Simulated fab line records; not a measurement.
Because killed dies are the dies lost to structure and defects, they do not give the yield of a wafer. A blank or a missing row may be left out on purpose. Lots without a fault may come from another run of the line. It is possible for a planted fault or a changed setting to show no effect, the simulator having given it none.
8D (eight disciplines) problem report, filled in by code + flow rit_cmos + the parts of the form that need people (team, actions taken, sign-off) are left out

== 1. THE PROBLEM ==
Mean PWELL_TW at RIT_PWELL_TW_MEAS_10: 916 over 6 wafers in 2 lots; fault-free wafers: 944, standard deviation 5.5. That is -5.1 standard deviations from the usual mean.
First observed at day 5 04:25: wafer L527.1, on film_metro-02. The record holds 42 wafers of 14 lots with a number at this step. Rule for "out" (also "out of limits"): further than 4 standard deviations from the usual mean. All remaining wafers that have a number are taken as sound.

== 2. WHAT IT IS; WHAT IT IS NOT ==
| question                    | is                           | is not                                                                          |
|-----------------------------|------------------------------|---------------------------------------------------------------------------------|
| which readings at this step | PWELL_TW                     | -                                                                               |
| which lots                  | L527, L529                   | L512, L513, L514, L515, L517, L518, L519, L521, L522, L531, L532, L535          |
| which wafers of those lots  | all that have a number       | -                                                                               |
| read on which gauges        | film_metro-01, film_metro-02 | film_metro-04                                                                   |
| when                        | from day 5 04:25             | up to then (27 sound wafers); but 9 sound wafers of L531, L532, L535 came after |

== 3. SUSPECTS, AND WHAT RULES EACH OUT ==
Counting: a tool at a process step up to the reading stays a suspect if it ran every lot that is out and no sound lot after the first of them.
- the gauge at RIT_PWELL_TW_MEAS_10 has been ruled out. 2 gauges (film_metro-01, film_metro-02) read the wafers that are out.
- implanter-01 at RIT_PWELL_IMPLANT_08: kept. All lots that are out passed through it, beginning with L527 at day 5 04:05, and no sound lot followed; its final sound lot before that point was L521 at day 3 21:33. On those wafers its own readings are out: dose_ions_cm2.
Left after counting: implanter-01 at RIT_PWELL_IMPLANT_08.

== 4. THE CAUSE (what the simulator had put in) ==
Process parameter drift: implanter-01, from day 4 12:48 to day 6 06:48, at RIT_PWELL_IMPLANT_08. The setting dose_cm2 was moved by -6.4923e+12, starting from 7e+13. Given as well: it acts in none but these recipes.
The count eliminated every tool but this one.

== 5. THE EFFECT CHAIN, in route order ==
Each row: a reading where the mean over the struck wafers with a number is more than 3 standard deviations away from the usual. Readings are gone through only where the record gives a usual standard deviation; hours: the median, over the lots, of the time from a lot's start at the first step in this table giving one to that lot's start at this step; sigmas: the change measured in usual standard deviations.
| hours | step                     | reading            | usual        | on struck wafers | change     | sigmas |
|-------|--------------------------|--------------------|--------------|------------------|------------|--------|
| 0     | RIT_PWELL_IMPLANT_08     | dose_ions_cm2      | 7.001e+13    | 6.358e+13        | -6.432e+12 | -82    |
| 0     | RIT_PWELL_IMPLANT_08     | faraday_current_uA | 223          | 200              | -22        | -4.9   |
| 0     | RIT_PWELL_TW_MEAS_10     | PWELL_TW           | 944          | 916              | -28        | -5.1   |
| 6     | RIT_WELLDRIVE_RS_MEAS_02 | PWELL_RS           | 429.7 ohm/sq | 457.5            | +27.8      | +19    |
It contains these process steps:
- RIT_PWELL_IMPLANT_08

== 6. WHAT WOULD HAVE CAUGHT IT SOONER ==
In this record the first reading out of limits at a measuring or inspecting step was taken at day 5 04:25, 16 hours after the fault began at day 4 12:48.
Tool's own readings at RIT_PWELL_IMPLANT_08, dose_ions_cm2: out on all struck wafers the step has rows for; an alarm limit on them would have tripped on the first.
Of the lots that are out (2), L529 began RIT_PWELL_IMPLANT_08 on implanter-01 after day 5 04:25. Had the tool been put on hold then, it would have been spared.
